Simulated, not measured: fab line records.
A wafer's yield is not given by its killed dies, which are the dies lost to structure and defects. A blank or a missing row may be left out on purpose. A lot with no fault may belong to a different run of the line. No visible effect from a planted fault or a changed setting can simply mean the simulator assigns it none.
Which of the tools did it? | flow berkeley-cmos170 | 13 lots, 38 wafers sampled, at 4 steps of a route of 331

WHAT THE GAUGES SHOWED, per wafer
UCB170_M2_CD_MEAS_90: the cd target is 700 nm.
lot  | measured     | on        | cd-nm (nm)
L652 | day 7 11:34  | cd-sem-02 | 703 692 695
L651 | day 7 18:40  | cd-sem-01 | 699 696 700
L654 | day 8 12:32  | cd-sem-02 | 704 701 697
L655 | day 8 13:09  | cd-sem-02 | 702 700 700
L662 | day 9 22:06  | cd-sem-01 | 703 703 705
L659 | day 9 22:55  | cd-sem-02 | 695 692 700
L663 | day 10 14:17 | cd-sem-01 | 695 706 700
L665 | day 11 00:43 | cd-sem-01 | 699 700 698
L664 | day 10 23:53 | cd-sem-01 | 699 704 698
L666 | day 11 04:52 | cd-sem-02 | 699 700 704
L673 | day 11 22:09 | cd-sem-01 | 701 701 699
L671 | day 11 22:49 | cd-sem-01 | 702 704
L672 | day 12 00:15 | cd-sem-01 | 704 702 694

UCB170_M3_CD_MEAS_90: the cd target is 700 nm.
lot  | measured     | on        | cd-nm (nm)
L652 | day 7 18:32  | cd-sem-01 | 698 685 699
L651 | day 8 00:04  | cd-sem-02 | 692 695 692
L654 | day 8 18:04  | cd-sem-01 | 700 702 703
L655 | day 8 18:42  | cd-sem-01 | 699 698 699
L662 | day 10 04:34 | cd-sem-02 | 703 696 702
L659 | day 10 05:13 | cd-sem-02 | 707 708 692
L663 | day 10 23:31 | cd-sem-02 | 691 702 700
L665 | day 11 06:50 | cd-sem-01 | 697 697 700
L664 | day 11 05:13 | cd-sem-01 | 701 685 701
L666 | day 11 12:14 | cd-sem-01 | 691 705 702
L673 | day 12 04:13 | cd-sem-01 | 685 686 685
L671 | day 12 04:51 | cd-sem-01 | 704 701
L672 | day 12 05:58 | cd-sem-01 | 691 693 705

WHICH TOOL RAN EACH LOT (tool, then ch and the chambers of the sampled wafers, then the start)
lot  | UCB170_SDANNEAL_RTA_01           | UCB170_M2_STRIP_08
L652 | rtp-anneal-01 ch 0, day 6 18:59  | wet-bench-02 ch 0, day 7 10:03
L651 | rtp-anneal-01 ch 0, day 6 19:21  | wet-bench-02 ch 0, day 7 15:53
L654 | rtp-anneal-02 ch 0, day 7 19:58  | wet-bench-02 ch 2, day 8 10:40
L655 | rtp-anneal-01 ch 0, day 7 19:58  | wet-bench-03 ch 1, day 8 11:07
L662 | rtp-anneal-02 ch 0, day 8 21:48  | wet-bench-02 ch 3, day 9 19:04
L659 | rtp-anneal-02 ch 0, day 8 22:20  | wet-bench-02 ch 3, day 9 19:31
L663 | rtp-anneal-01 ch 0, day 9 14:30  | wet-bench-04 ch 2, day 10 11:58
L665 | rtp-anneal-02 ch 0, day 10 01:07 | wet-bench-02 ch 2, day 10 22:20
L664 | rtp-anneal-01 ch 0, day 10 01:27 | wet-bench-02 ch 1, day 10 22:20
L666 | rtp-anneal-01 ch 0, day 10 11:09 | wet-bench-02 ch 3, day 11 03:21
L673 | rtp-anneal-01 ch 0, day 11 02:44 | wet-bench-02 ch 1, day 11 19:19
L671 | rtp-anneal-02 ch 0, day 11 02:59 | wet-bench-02 ch 3, day 11 20:05
L672 | rtp-anneal-02 ch 0, day 11 03:26 | wet-bench-04 ch 1, day 11 22:11
- UCB170_SDANNEAL_RTA_01: time 5 s.
- UCB170_M2_STRIP_08: strips KrF in DMSO, time 600 s.

WHAT THE TOOLS THEMSELVES READ (means of the sampled wafers that have a number; where no wafer has one, the mark that the record gives instead)
UCB170_SDANNEAL_RTA_01.
lot  | tool          | anneal-temp-c-max | chamber-o2-ppm | lamp-power-pct (%) | wafer_temp_C_max
L652 | rtp-anneal-01 | 1052.7            | 2.005          | 38.2               | 1055.1
L651 | rtp-anneal-01 | 1054.3            | 1.993          | 38.2               | 1055.8
L654 | rtp-anneal-02 | 1054.7            | 2.018          | 40.3               | 1056.1
L655 | rtp-anneal-01 | 1054.5            | 2.013          | 38.1               | 1055.5
L662 | rtp-anneal-02 | 1053.7            | 2.009          | 40.3               | 1054.8
L659 | rtp-anneal-02 | 1055.1            | 1.989          | 40.4               | 1054.9
L663 | rtp-anneal-01 | 1053.5            | 2.024          | 38.2               | 1056.5
L665 | rtp-anneal-02 | 1055.0            | 2.001          | 40.3               | 1055.7
L664 | rtp-anneal-01 | 1053.9            | 1.987          | 38.2               | 1055.2
L666 | rtp-anneal-01 | 1054.2            | 2.022          | 38.2               | 1056.1
L673 | rtp-anneal-01 | 1054.7            | 2.003          | 38.2               | 1054.7
L671 | rtp-anneal-02 | 1055.9            | 2.024          | 40.3               | 1056.0
L672 | rtp-anneal-02 | 1054.1            | 1.986          | 40.4               | 1055.1

THE ANSWER, worked out from the rows above alone
Rule: usual is defined by the lots themselves. Put in order of their means at a reading, lots are off if they are a third of the lots or fewer, leave a main group of 4 or more, and stand apart from it by a gap of 3 or more times the standard deviation of the main group's means; of several such gaps the widest counts. A main group whose means are all the same, to the digits that the tables above print for the reading, isn't used. A lot without any number at a reading at which 4 lots or more have one is off too. All remaining lots with rows at the step are treated as sound. After the gauges, taken in route order, come the tools' own readings; for these a lot's mean is taken, as printed above. At the first step where some lot is off, the reading lying furthest off is the one used; lots without a number count as furthest.
Across all readings shown, no lot is off: no conclusion can be drawn from this.

WHAT THE SIMULATOR HAD PUT IN
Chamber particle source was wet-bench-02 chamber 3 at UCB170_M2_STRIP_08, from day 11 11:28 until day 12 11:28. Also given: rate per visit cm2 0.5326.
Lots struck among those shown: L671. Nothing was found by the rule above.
